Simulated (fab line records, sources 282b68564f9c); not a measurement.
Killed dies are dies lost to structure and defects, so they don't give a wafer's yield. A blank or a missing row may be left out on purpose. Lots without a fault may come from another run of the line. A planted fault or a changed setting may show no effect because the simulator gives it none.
fab line records | flow rit_cmos
record lots=6 wafers=18 last_day=7
route steps=202 shown ACTIVE@17 FOX1@20 FOX2@23 NWELL@28 M1@202
lots that met no fault: from a run of the same line without faults
start_h: hours from the record's first day to the start of the lot's first wafer shown | wait_h: hours since the lot's step before | " the same as in the row above | L1.1+2: a row that stands for several wafers | - no value, or no start given | * or withheld: withheld | < > ~ a bound
route shown NAME@n: a module of which the file shows steps, and the number in the route of the first | usual: mean/standard deviation of fault-free wafers | same: alike in all rows | chamber/n: place in a boat | sites: the reading at each site | _std_site: their standard deviation | _edge_site: outer sites' mean less inner sites' | radius_mm: how far each site lies from the wafer's centre | mask NAME#n: copy n | behind: the tool/chamber that last shaped the wafer | hold: why the lot was held/for how many hours/how that ended | device: the transistor (n, p or np) that didn't switch | end of line: the same wafers' tests at the end of the route | a step without rows: its recipe alone | killed: dies lost to structure and defects at the first sort, not the wafer's yield | map: a wafer's dies, x killed, . not, _ none there
set.NAME: the setting as run; set.NAME@STEP: as run at that earlier step | model.NAME: the simulator's own value behind a step, which no gauge read
lots at some steps of the route; a table a step, a row a wafer
## steps
# step RIT_ACTIVE_CLEAN_15
# recipe chemistry=SC1 mix=3:3:50 time_s=600 temp_c=75
# step RIT_ACTIVE_CLEAN_16
# recipe chemistry=dHF dilution=50:1 time_s=30
# step RIT_ACTIVE_CLEAN_17
# recipe chemistry=SC2 mix=3:3:50 time_s=600 temp_c=75 dry=n2_spin
# step RIT_FOX1_OXIDATION_00
# recipe temp_c=1100 ambient=H2O target_thk_a=3507 p_h2o_torr=720 ox_time_s=1130
# step RIT_FOX1_THK_MEAS_01
# recipe reads=SiO2_of_FOX1_OXIDATION_00
# usual FOX1_OXIDE_THK=348/6.3
# columns lot.wafer tool chamber start_h wait_h FOX1_OXIDE_THK[nm]
L261.3 film_metro-02 - 58.02 0.0 353
L261.5 " - " " 353
L261.6 " - " " 354
L262.1 film_metro-03 - 63.77 0.0 341
L262.3 " - " " 334
L262.5 " - " " 345
L265.1 film_metro-03 - 77.39 0.0 342
L265.2 " - " " 343
L265.6 " - " " 344
L266.1 film_metro-04 - 82.61 0.0 334
L266.4 " - " " 332
L266.6 " - " " 330
L268.1 film_metro-02 - 91.94 0.0 356
L268.2 " - " " 356
L268.6 " - " " 361
L274.1 film_metro-03 - 123.37 0.0 345
L274.3 " - " " 349
L274.5 " - " " 347
# step RIT_FOX1_WET_ETCH_02
# recipe chemistry=BOE target_depth_nm=350 time_s=390 temp_c=21.5 dry=n2_spin dilution=10:1 target=SiO2
# step RIT_FOX2_OXIDATION_00
# recipe temp_c=1100 ambient=H2O target_thk_a=3507 p_h2o_torr=720 ox_time_s=1130
# step RIT_FOX2_THK_MEAS_01
# recipe reads=SiO2_of_FOX2_OXIDATION_00
# usual FOX2_OXIDE_THK=351/7.2
# columns lot.wafer tool chamber start_h wait_h FOX2_OXIDE_THK[nm]
L261.3 film_metro-03 - 59.51 0.0 346
L261.5 " - " " 347
L261.6 " - " " 348
L262.1 film_metro-01 - 65.27 0.0 345
L262.3 " - " " 343
L262.5 " - " " 346
L265.1 film_metro-03 - 78.88 0.0 340
L265.2 " - " " 344
L265.6 " - " " 343
L266.1 film_metro-01 - 84.10 0.0 345
L266.4 " - " " 343
L266.6 " - " " 350
L268.1 film_metro-01 - 93.43 0.0 355
L268.2 " - " " 357
L268.6 " - " " 355
L274.1 film_metro-04 - 124.87 0.0 333
L274.3 " - " " 341
L274.5 " - " " 340
# step RIT_FOX2_CLEAN_02
# recipe chemistry=dHF dilution=50:1 time_s=180
# step RIT_FOX2_WET_ETCH_03
# recipe chemistry=H3PO4 target=Si3N4 target_depth_nm=195 temp_c=165 time_s=2700
# step RIT_FOX2_THK_MEAS_90
# recipe reads=SiO2_of_FOX2_OXIDATION_00
# usual FIELD_OXIDE_LEFT_1_THK=323/7.2
# columns lot.wafer tool chamber start_h wait_h FIELD_OXIDE_LEFT_1_THK[nm]
L261.3 film_metro-04 - 60.38 0.0 319
L261.5 " - " " 320
L261.6 " - " " 321
L262.1 film_metro-04 - 66.15 0.0 317
L262.3 " - " " 315
L262.5 " - " " 318
L265.1 film_metro-01 - 80.52 0.0 312
L265.2 " - " " 316
L265.6 " - " " 315
L266.1 film_metro-03 - 84.97 0.0 317
L266.4 " - " " 315
L266.6 " - " " 323
L268.1 film_metro-01 - 94.31 0.0 328
L268.2 " - " " 330
L268.6 " - " " 328
L274.1 film_metro-01 - 125.81 0.0 305
L274.3 " - " " 313
L274.5 " - " " 312
# step RIT_NWELL_HMDS_00
# recipe prime_time_s=60 prime_temp_c=140
# step RIT_NWELL_COAT_01
# recipe resist=NOVOLAK spin_rpm=2000 resist_thk_nm=1300
# usual spin_speed_rpm=1999.7/1.3
# columns lot.wafer tool chamber start_h wait_h spin_speed_rpm model.NOVOLAK_of_NWELL_COAT_01.thk_nm
L261.3 litho_track-04 0 60.62 0.1 2001.4 1302
L261.5 " 0 " " 1998.9 1304
L261.6 " 0 " " 2000.6 1302
L262.1 litho_track-01 0 66.36 0.1 1998.7 1297
L262.3 " 0 " " 1997.8 1299
L262.5 " 0 " " 2001.7 1299
L265.1 litho_track-01 0 80.73 0.1 1860.9 1349
L265.2 " 0 " " 1860.9 1348
L265.6 " 0 " " 1860.5 1347
L266.1 litho_track-04 0 85.18 0.1 1998.6 1297
L266.4 " 0 " " 1998.9 1302
L266.6 " 0 " " 1999.1 1299
L268.1 litho_track-01 0 94.52 0.1 1861.7 1352
L268.2 " 0 " " 1862.7 1349
L268.6 " 0 " " 1859.3 1344
L274.1 litho_track-04 0 126.02 0.1 1999.4 1307
L274.3 " 0 " " 1998.6 1306
L274.5 " 0 " " 2001.0 1312
# step RIT_NWELL_SOFTBAKE_02
# recipe resist=NOVOLAK temp_c=89.19 time_s=60
# step RIT_NWELL_EXPOSE_03
# recipe mask_id=M2 na=0.57 target_cd_nm=43900 dose_mj=250
# step RIT_NWELL_PEB_04
# recipe resist=NOVOLAK temp_c=withheld time_s=withheld
# step RIT_NWELL_DEVELOP_05
# recipe resist=NOVOLAK develop_time_s=68 dev_temp_c=23.36
# step RIT_NWELL_OVL_MEAS_06
# usual NWELL_OVL=1.4/1.5
# columns lot.wafer tool chamber start_h wait_h NWELL_OVL[nm]
L261.3 overlay-01 - 61.32 - -0.2
L261.5 " - " " 3.7
L261.6 " - " " 3.3
L262.1 overlay-01 - 67.22 - 0.7
L262.3 " - " " 1.0
L262.5 " - " " 1.2
L265.1 overlay-02 - 81.46 - -0.2
L265.2 " - " " 0.7
L265.6 " - " " 1.9
L266.1 overlay-01 - 86.04 - -1.3
L266.4 " - " " -0.1
L266.6 " - " " -0.9
L268.1 overlay-02 - 95.25 - 0.3
L268.2 " - " " -1.0
L268.6 " - " " 0.2
L274.1 overlay-02 - 126.75 - 1.9
L274.3 " - " " 0.1
L274.5 " - " " -0.2
# step RIT_NWELL_HARDBAKE_07
# recipe resist=NOVOLAK temp_c=140 time_s=120
# columns lot.wafer tool chamber start_h wait_h model.NOVOLAK_of_NWELL_COAT_01.thk_nm
L261.3+6 litho_track-03 0 61.42 0.1 1139
L261.5 " 0 " " 1140
L262.1 litho_track-01 0 67.26 0.0 1134
L262.3+5 " 0 " " 1136
L265.1 litho_track-03 0 81.50 0.0 1179
L265.2+6 " 0 " " 1178
L266.1 litho_track-01 0 86.07 0.0 1134
L266.4 " 0 " " 1138
L266.6 " 0 " " 1136
L268.1 litho_track-03 0 95.29 0.0 1181
L268.2 " 0 " " 1179
L268.6 " 0 " " 1175
L274.1 litho_track-04 0 127.03 0.3 1143
L274.3 " 0 " " 1142
L274.5 " 0 " " 1147
# step RIT_NWELL_IMPLANT_08
# recipe species=P energy_kev=170 dose_cm2=5e+13 tilt_deg=7
# step RIT_M1_PROBE_99
# usual killed_at_contacts=0.1/0.31 killed_at_front_end=6.3/3 killed_dies=6.4/3 killed_open=3/1.9 killed_short=3.4/1.9
# same gross_dies=264 killed_at_M0_to_M3=0 killed_at_M4_up=0 killed_at_back_side=0 killed_at_other=0
# columns lot.wafer tool chamber start_h wait_h killed_at_contacts killed_at_front_end killed_dies killed_open killed_short
L261.3 prober-01 - 97.69 0.2 0 6 6 1 5
L261.5 prober-01 - 97.79 0.2 0 14 14 6 6
L261.6 prober-01 - 97.84 0.2 0 6 6 4 2
L262.1 prober-02 - 104.16 0.1 1 5 6 3 3
L262.3 prober-02 - 104.26 0.2 1 8 9 6 3
L262.5 prober-02 - 104.36 0.2 0 7 7 5 2
L265.1 prober-01 - 119.93 0.1 0 11 11 5 6
L265.2 prober-01 - 119.98 0.1 0 7 7 4 3
L265.6 prober-01 - 120.18 0.2 0 11 11 3 8
L266.1 prober-02 - 124.87 0.1 0 3 3 1 2
L266.4 prober-02 - 125.02 0.2 0 5 5 1 4
L266.6 prober-02 - 125.12 0.2 0 7 7 1 6
L268.1 prober-02 - 135.53 0.1 0 5 5 3 2
L268.2 prober-02 - 135.58 0.1 0 8 8 7 1
L268.6 prober-02 - 135.78 0.2 0 10 10 6 4
# killed by level:class
L261.3 FOX1:geometric_particle:short=2 REOX:geometric_particle:short=2 FOX2:geometric_particle:open=1 SPACER:geometric_particle:short=1
L261.5 GATE:geometric_particle:open=3 GATE:geometric_particle:short=2 REOX:geometric_particle:open=2 SPACER:geometric_particle:short=2 NLDD:coat_microbubble_printed=2 FOX2:geometric_particle:open=1 SILICIDE:geometric_particle:short=1 REOX:geometric_particle:short=1
L261.6 SPACER:geometric_particle:open=4 FOX2:geometric_particle:short=1 REOX:geometric_particle:short=1
L262.1 SPACER:geometric_particle:open=2 SPACER:geometric_particle:short=2 GATE:geometric_particle:open=1 CONTACT:geometric_particle:short=1
L262.3 GATE:geometric_particle:open=5 GATE:geometric_particle:short=1 REOX:geometric_particle:short=1 REOX:geometric_particle:open=1 CONTACT:geometric_particle:short=1
L262.5 GATE:geometric_particle:short=2 GATE:geometric_particle:open=2 SPACER:geometric_particle:open=2 FOX1:geometric_particle:open=1
L265.1 GATE:geometric_particle:open=2 SPACER:geometric_particle:short=2 SILICIDE:geometric_particle:open=2 FOX1:geometric_particle:short=1 FOX1:geometric_particle:open=1 GATE:geometric_particle:short=1 REOX:geometric_particle:short=1 SILICIDE:geometric_particle:short=1
L265.2 GATE:geometric_particle:open=2 FOX1:geometric_particle:open=1 FOX1:geometric_particle:short=1 FOX2:geometric_particle:short=1 GATE:geometric_particle:short=1 SILICIDE:geometric_particle:open=1
L265.6 REOX:geometric_particle:short=5 GATE:geometric_particle:short=3 FOX2:geometric_particle:open=1 REOX:geometric_particle:open=1 SILICIDE:geometric_particle:open=1
L266.1 FOX2:geometric_particle:open=1 GATE:geometric_particle:short=1 SILICIDE:geometric_particle:short=1
L266.4 FOX2:geometric_particle:short=1 GATE:geometric_particle:open=1 GATE:geometric_particle:short=1 REOX:geometric_particle:short=1 SILICIDE:geometric_particle:short=1
L266.6 GATE:geometric_particle:short=2 FOX1:geometric_particle:short=1 REOX:geometric_particle:short=1 SPACER:geometric_particle:short=1 SILICIDE:geometric_particle:open=1 SILICIDE:geometric_particle:short=1
L268.1 SPACER:geometric_particle:open=2 GATE:geometric_particle:short=1 REOX:geometric_particle:open=1 SPACER:geometric_particle:short=1
L268.2 GATE:geometric_particle:open=4 REOX:geometric_particle:open=2 ACTIVE:geometric_particle:open=1 GATE:geometric_particle:short=1
L268.6 SPACER:geometric_particle:short=3 GATE:geometric_particle:open=2 SPACER:geometric_particle:open=2 FOX2:geometric_particle:open=1 REOX:geometric_particle:open=1 SILICIDE:geometric_particle:short=1
## key
first_sign step=RIT_NWELL_COAT_01 reading=spin_speed_rpm direction=down sigmas=99+ usual=1999.7 struck=1861.0
effect none on later readings
model_effect step=RIT_NWELL_COAT_01 value=NOVOLAK_of_NWELL_COAT_01.thk_nm without=1301 struck=1348
model_effect step=RIT_NWELL_HARDBAKE_07 value=NOVOLAK_of_NWELL_COAT_01.thk_nm without=1137 struck=1178
met_at RIT_NWELL_COAT_01
struck_wafers L265.1,L265.2,L265.6,L268.1,L268.2,L268.6
tester_left_out L265,L268
onset_between 66.36 80.73
fault kind=process_parameter_drift tool=litho_track-01 chamber=- onset_h=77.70 steps=RIT_NWELL_COAT_01 channel=spin_rpm offset=-138.26 shape=step end_h=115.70 acts_in=these_recipes_only stated=2000
# tester_left_out: of these lots the tester's yield and bins aren't shown, on N5 and GAA mostly nor the transistor test; their killed dies are dies lost to structure and defects alone, not to doping, threshold or leakage, so they don't give the yield
